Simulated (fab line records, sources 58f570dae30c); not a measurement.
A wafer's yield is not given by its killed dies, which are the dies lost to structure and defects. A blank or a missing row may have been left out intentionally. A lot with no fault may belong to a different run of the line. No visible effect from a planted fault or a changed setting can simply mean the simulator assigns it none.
Check of tool commonality | flow berkeley cmos170 | Sampled: 14 lots, 42 wafers

## WHAT PROMPTED THE OPENING
At UCB170_PWELL_TW_MEAS_17 the reading PWELL_TW is flagged on 2 of 14 lots. Wafers without a fault read 376.2, standard deviation 1.7.
Rule: flag the lot when none of its wafers has a number, or when each of its wafers that has one lies beyond 4 standard deviations from that mean. The rest of the lots are taken to be sound.

lot  | measured    | on            | PWELL_TW, wafer by wafer | flag
L159 | day 2 21:14 | film metro-03 | 374.9 375.2 377.5        |
L160 | day 3 08:51 | film metro-03 | 373.8 375.8 374.3        |
L161 | day 3 09:08 | film metro-04 | 377.5 378.7 379.2        |
L162 | day 3 18:49 | film metro-02 | 378.3 375.4 378.3        |
L163 | day 4 03:00 | film metro-03 | 375.4 375.5 377.4        |
L164 | day 4 07:12 | film metro-04 | 377.8 378.5 378.3        |
L166 | day 4 14:31 | film metro-04 | 377.6 378.0 378.1        |
L167 | day 5 00:40 | film metro-04 | 374.9 376.8 376.4        |
L168 | day 5 03:49 | film metro-04 | 376.7 375.0 374.9        |
L171 | day 5 08:08 | film metro-03 | 312.9 314.3 314.8        | FLAGGED
L173 | day 5 22:01 | film metro-02 | 379.8 381.1 378.1        |
L174 | day 6 04:40 | film metro-02 | 315.8 314.5 315.3        | FLAGGED
L182 | day 7 15:58 | film metro-04 | 374.8 374.2 376.5        |
L181 | day 7 16:12 | film metro-03 | 375.4 375.9 376.2        |
The mean of the flagged lots' numbers is 314.6, -61.6 from the usual (-36 standard deviations).

## LOT BY LOT: THE TOOL USED
The record holds 1 process step before the reading, out of a route of 331 steps. Every cell lists first the tool, next ch and the chambers used by the sampled wafers, and last the start.
lot  | flag    | UCB170_PWELL_IMPLANT_15
L159 |         | implanter-02 ch 0, day 2 20:59
L160 |         | implanter-04 ch 0, day 3 08:35
L161 |         | implanter-02 ch 0, day 3 08:53
L162 |         | implanter-04 ch 0, day 3 18:34
L163 |         | implanter-02 ch 0, day 4 02:45
L164 |         | implanter-02 ch 0, day 4 06:57
L166 |         | implanter-01 ch 0, day 4 14:16
L167 |         | implanter-04 ch 0, day 5 00:25
L168 |         | implanter-02 ch 0, day 5 03:34
L171 | FLAGGED | implanter-04 ch 0, day 5 07:53
L173 |         | implanter-02 ch 0, day 5 21:47
L174 | FLAGGED | implanter-04 ch 0, day 6 04:25
L182 |         | implanter-02 ch 0, day 7 15:44
L181 |         | implanter-01 ch 0, day 7 15:59
What the steps here do:
- UCB170_PWELL_IMPLANT_15
- UCB170_PWELL_TW_MEAS_17

## FLAGGED OVER TOTAL, TOOL BY TOOL (the gauges that took the reading come last)
step                    | tool          | lots run | flagged | share of the flagged lots | sound lots run after its first flagged lot
UCB170_PWELL_IMPLANT_15 | implanter-01  | 2        | 0       | none                      | -
UCB170_PWELL_IMPLANT_15 | implanter-02  | 7        | 0       | none                      | -
UCB170_PWELL_IMPLANT_15 | implanter-04  | 5        | 2       | all                       | 0
UCB170_PWELL_TW_MEAS_17 | film metro-02 | 3        | 1       | some                      | 0
UCB170_PWELL_TW_MEAS_17 | film metro-03 | 5        | 1       | some                      | 1 (L181)
UCB170_PWELL_TW_MEAS_17 | film metro-04 | 6        | 0       | none                      | -

## WHAT THE TABLE ALLOWS
1 row of the table ran every flagged lot: implanter-04 at UCB170_PWELL_IMPLANT_15.
- implanter-04 at UCB170_PWELL_IMPLANT_15: 2 of its 5 lots flagged. Its last sound lot is L167 (day 5 00:25), its first flagged lot L171 (day 5 07:53): a fault that began between those two fits. Its own readings lie more than 4 standard deviations out on every wafer of the flagged lots: dose ions cm2, faraday current uA.
One tool is left: implanter-04 at UCB170_PWELL_IMPLANT_15.

## WHAT WAS PUT IN BY THE SIMULATOR
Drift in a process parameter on implanter-04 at UCB170_PWELL_IMPLANT_15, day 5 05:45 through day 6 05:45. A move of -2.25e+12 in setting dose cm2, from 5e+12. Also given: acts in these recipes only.
Lots struck among those shown: L171, L174. The rule above reached the same finding.
